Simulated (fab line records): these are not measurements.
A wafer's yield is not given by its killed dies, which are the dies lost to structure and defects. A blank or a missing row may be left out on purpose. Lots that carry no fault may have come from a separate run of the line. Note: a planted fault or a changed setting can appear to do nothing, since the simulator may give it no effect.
The same fault as seen by 2 desks    flow berkeley cmos170    only its own numbers are on each desk; what lay behind them is given at the end

## THE METROLOGY DESK
Means of the sampled wafers that have a number, per lot and without regard to the tool the lot ran on: this is what the gauges read. The brackets show how far a lot's mean lies from the usual mean; more than 4 standard deviations puts the lot out of limits, marked OUT.
Columns: A = CONTACT_OVL at UCB170_CONTACT_OVL_MEAS_16, usual -1 nm; B = cd nm at UCB170_M1_CD_MEAS_90, usual 700.3 nm; C = V1_POLISHED_THK at UCB170_V1_THK_MEAS_04, usual 1000.1 nm
lot   first seen here  A   B      C
L121  day 7 19:03      -4  701.4  999.7
L122  day 7 21:26      -5  701.8  999.5
L123  day 7 21:27      -4  695.9  1000.5
L124  day 8 20:11      -3  697.4  1001.9
L126  day 8 21:34      -3  698.5  1000.6
L130  day 9 15:30      0   698.0  999.1
L131  day 9 20:17      -7  706.5  1001.2
L132  day 10 12:35     -6  703.3  999.5
L134  day 10 12:46     -2  701.1  999.1
L141  day 12 04:01     5   698.9  1000.3
L143  day 13 07:16     -6  702.7  1000.5
L144  day 13 11:14     8   703.1  1000.0
L142  day 13 11:43     3   701.3  1000.0
This desk found nothing out of limits on any of the 13 lots.

## TOOL OWNER'S DESK, rie diel-02
The tool's own readings at UCB170_M1_ETCH_11 (etches BARC in N2/H2): means of the sampled wafers that have a number, for each lot that ran on this tool. The brackets show how far a lot's mean lies from the usual mean; more than 4 standard deviations puts the lot out of limits, marked OUT.
Columns: A = drypump motor current A at UCB170_M1_ETCH_11, usual 5.61 A; B = oes product au at UCB170_M1_ETCH_11, usual 1.003 a.u.; C = throttle valve pct at UCB170_M1_ETCH_11, usual 13.28 %
lot   first seen here  A     B      C
L123  day 8 00:23      5.60  0.999  13.35
L124  day 8 22:14      5.66  0.998  13.29
L130  day 9 17:52      5.58  0.991  13.29
L131  day 9 22:20      5.60  0.992  13.33
This desk found nothing out of limits on any of the 4 lots.

## BROUGHT TOGETHER
From the metrology desk's view, nothing was out of limits.
The desk of the tool owner found nothing out of limits.

## WHAT HAD BEEN PUT IN BY THE SIMULATOR
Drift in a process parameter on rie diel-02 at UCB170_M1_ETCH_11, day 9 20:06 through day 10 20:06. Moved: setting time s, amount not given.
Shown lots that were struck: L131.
